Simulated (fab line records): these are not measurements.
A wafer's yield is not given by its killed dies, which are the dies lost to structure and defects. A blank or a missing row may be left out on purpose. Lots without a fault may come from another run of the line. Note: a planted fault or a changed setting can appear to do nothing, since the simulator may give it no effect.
2 desks looking at one fault / flow berkeleyCmos170 / each desk holds nothing but its own numbers, with what lay behind them at the end

FOR THE TOOL OWNER'S DESK: rieMetal-03
The tool's own readings at UCB170_M3_METAL_ETCH_18 (etches Al in Cl2/BCl3, stops on SiO2, target depth 1170 nm, time 195 s): means of the sampled wafers that have a number, for each lot that ran on this tool. If a lot's mean is further than 4 standard deviations from the usual mean, the lot is out of limits and carries the mark OUT (the distance appears in the brackets).
Columns: A = drypumpMotorCurrentA at UCB170_M3_METAL_ETCH_18, usual 5.76 A; B = oesProductAu at UCB170_M3_METAL_ETCH_18, usual 0.847 a.u.; C = throttleValvePct at UCB170_M3_METAL_ETCH_18, usual 24.36 %
lot=L825; first seen here=day 8 08:29; A=5.86; B=0.835; C=24.29
lot=L831; first seen here=day 9 12:12; A=5.87; B=0.824; C=24.31
lot=L833; first seen here=day 10 03:59; A=5.77; B=0.836; C=24.33
lot=L846; first seen here=day 12 16:29; A=5.85; B=0.841; C=24.30
This desk's finding: nothing out of limits on any of the 4 lots.

AT THE METROLOGY DESK
Lot by lot, what the gauges showed, no matter which tool ran the lot: averages of those sampled wafers that carry a number. If a lot's mean is further than 4 standard deviations from the usual mean, the lot is out of limits and carries the mark OUT (the distance appears in the brackets).
Columns: A = cdNm at UCB170_V1_CD_MEAS_12, usual 700.5 nm; B = V2_OVL at UCB170_V2_OVL_MEAS_13, usual 2 nm
lot=L824; first seen here=day 7 21:24; A=700.9; B=0
lot=L825; first seen here=day 7 22:15; A=700.3; B=7
lot=L827; first seen here=day 8 09:29; A=699.9; B=5
lot=L831; first seen here=day 9 01:39; A=703.2; B=1
lot=L833; first seen here=day 9 17:23; A=700.3; B=-2
lot=L836; first seen here=day 10 03:41; A=698.4; B=5
lot=L837; first seen here=day 10 17:10; A=702.4; B=2
lot=L842; first seen here=day 10 23:59; A=701.4; B=3
lot=L838; first seen here=day 11 00:03; A=700.1; B=5
lot=L843; first seen here=day 11 02:18; A=700.4; B=2
lot=L844; first seen here=day 11 22:47; A=698.9; B=-4
lot=L846; first seen here=day 12 07:10; A=702.2; B=3
lot=L845; first seen here=day 12 11:17; A=700.3; B=3
lot=L847; first seen here=day 12 21:44; A=703.0; B=6
This desk's finding: nothing out of limits on any of the 14 lots.

TAKEN TOGETHER
The tool owner's desk saw nothing out of limits.
The metrology desk saw nothing out of limits.

WHAT THE SIMULATOR HAD INSERTED
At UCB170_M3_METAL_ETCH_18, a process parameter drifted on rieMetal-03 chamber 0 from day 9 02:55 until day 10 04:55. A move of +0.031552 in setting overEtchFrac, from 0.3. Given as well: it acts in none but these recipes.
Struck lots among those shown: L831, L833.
